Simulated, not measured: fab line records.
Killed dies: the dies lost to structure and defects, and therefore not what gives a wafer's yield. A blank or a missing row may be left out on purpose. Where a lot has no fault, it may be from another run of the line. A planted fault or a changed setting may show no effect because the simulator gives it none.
Comparing a struck lot with a sound one | flow rit-cmos | 15 steps out of a route of 202
Sound: these wafers, L705.4, L705.5, L705.6. Struck: wafers L715.1, L715.5, L715.6. The cause comes at the end.
At each step with rows: each side's tool, then ch and its chambers, then its first start. Under that, the readings that differ: sound wafers | struck wafers | difference of the means | sigmas: that difference in standard deviations of wafers without a fault.
alike: a reading whose means differ by less than 2 such deviations, as well as words and numbers matching on both sides. not compared: withheld readings; readings where some wafer has no value; bounds like >300 that might hide an equal value; numbers whose values overlap and for which the record gives no deviation.
A row with sigmas, a row that says differs or no value, or rows on one side alone: a step with any of these is where the two part. Numbers that don't overlap but have no deviation are shown without sigmas and don't part them. Lack of a reading on every wafer of one side parts them only where that side has two or more wafers.

first, 3 steps without rows for these wafers: RIT_SDANNEAL_CLEAN_00 (cleans in SC1, time 600 s); RIT_SDANNEAL_CLEAN_01 (cleans in dHF, time 30 s); RIT_SDANNEAL_CLEAN_02 (cleans in SC2, time 600 s).
RIT_SDANNEAL_RTA_03: time 5 s.
  sound on rtp-anneal-02 ch 0, day 5 20:21; struck on rtp-anneal-02 ch 0, day 7 17:34
  alike: wafer_temp_C_max
RIT_SDANNEAL_RS_MEAS_04: a four-point-probe measurement.
  sound on film-metro-03 at day 5 20:26; struck on film-metro-02 at day 7 17:37
  alike: PSD_RS
RIT_SDANNEAL_RS_MEAS_05: a four-point-probe measurement.
  sound on film-metro-03 at day 5 20:34; struck on film-metro-02 at day 7 17:44
  alike: NSD_RS
RIT_SDANNEAL_RS_MEAS_06: a four-point-probe measurement.
  sound on film-metro-03 at day 5 20:41; struck on film-metro-02 at day 7 17:52
  alike: PLDD_RS
RIT_SDANNEAL_RS_MEAS_07: a four-point-probe measurement.
  sound on film-metro-03 at day 5 20:48; struck on film-metro-02 at day 7 17:59
  alike: NLDD_RS
then, 1 step without rows for these wafers: RIT_SILICIDE_WET_ETCH_00 (etches SiO2 in BOE, target depth 14 nm, time 15 s).
RIT_SILICIDE_SPUTTER_01: material Ti, target thk 30 nm, time 240 s.
  sound on pvd-sputter-03 at day 5 20:52; struck on pvd-sputter-01 at day 7 18:07
  alike: cathode-dc-power-W, throttle-valve-pct
RIT_SILICIDE_RS_MEAS_02: a four-point-probe measurement.
  sound on film-metro-01 at day 5 21:05; struck on film-metro-01 at day 7 18:16
  alike: SILICIDE_TI_RS
RIT_SILICIDE_THK_MEAS_03: measures by xrf.
  sound on film-metro-01 at day 5 21:10; struck on film-metro-01 at day 7 18:23
  alike: SILICIDE_TI_THK
RIT_SILICIDE_RTA_04: time 10 s, ramp up 5 s, ramp down 5 s.
  sound on rtp-anneal-01 ch 0, day 5 21:14; struck on rtp-anneal-01 ch 0, day 7 18:26
  reading          | sound             | struck            | difference | sigmas
  wafer_temp_C_max | 652.8 652.4 652.7 | 722.4 723.1 722.2 | +69.9      | +80
then, 1 step without rows for these wafers: RIT_SILICIDE_WET_ETCH_05 (etches Ti in SPM, time 120 s).
RIT_M1_PROBE_99:
  sound on prober-01 at day 6 04:22; struck on prober-01 at day 8 01:22
  reading                                   | sound                | struck               | difference | sigmas
  model.etest.npoly-line.line-ohm-um        | 176.9 170.3 168.7    | 158.8 159 158.4      | -13.2      |
  model.etest.ppoly-line.line-ohm-um        | 166.3 162.9 159.8    | 155.7 152.3 149.2    | -10.6      |
  model.etest.contact-pplus.end-ohm-um      | 43.92 43.31 42.56    | 56.62 57.09 57.92    | +13.95     |
  model.etest.contact-nplus.end-ohm-um      | 39.86 42.76 41.91    | 50.19 51.12 52.71    | +9.83      |
  model.etest.npoly-line.rs-ohm-sq          | 17.04 16.94 17.06    | 15.33 15.36 15.04    | -1.77      |
  model.etest.ppoly-line.rs-ohm-sq          | 16.52 16.49 16.47    | 14.94 14.89 14.64    | -1.67      |
  model.etest.pmos_0p15.gate-log10-a-cm2    | -6.723 -6.721 -6.627 | -5.114 -5.112 -5.118 | +1.576     |
  model.etest.antenna-poly.gate-log10-a-cm2 | -6.463 -6.39 -6.338  | -5.116 -5.339 -5.084 | +1.217     |
  alike: killed-at-contacts, killed-at-front-end, killed-dies, killed-open, killed-short

WHERE THEY PART
Within this record, at RIT_SILICIDE_RTA_04 only. Later steps at which nothing parts them and some readings are alike: RIT_M1_PROBE_99.

WHY: whatever the simulator had introduced
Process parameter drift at RIT_SILICIDE_RTA_04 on rtp-anneal-01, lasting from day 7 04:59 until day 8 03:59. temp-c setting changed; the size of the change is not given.
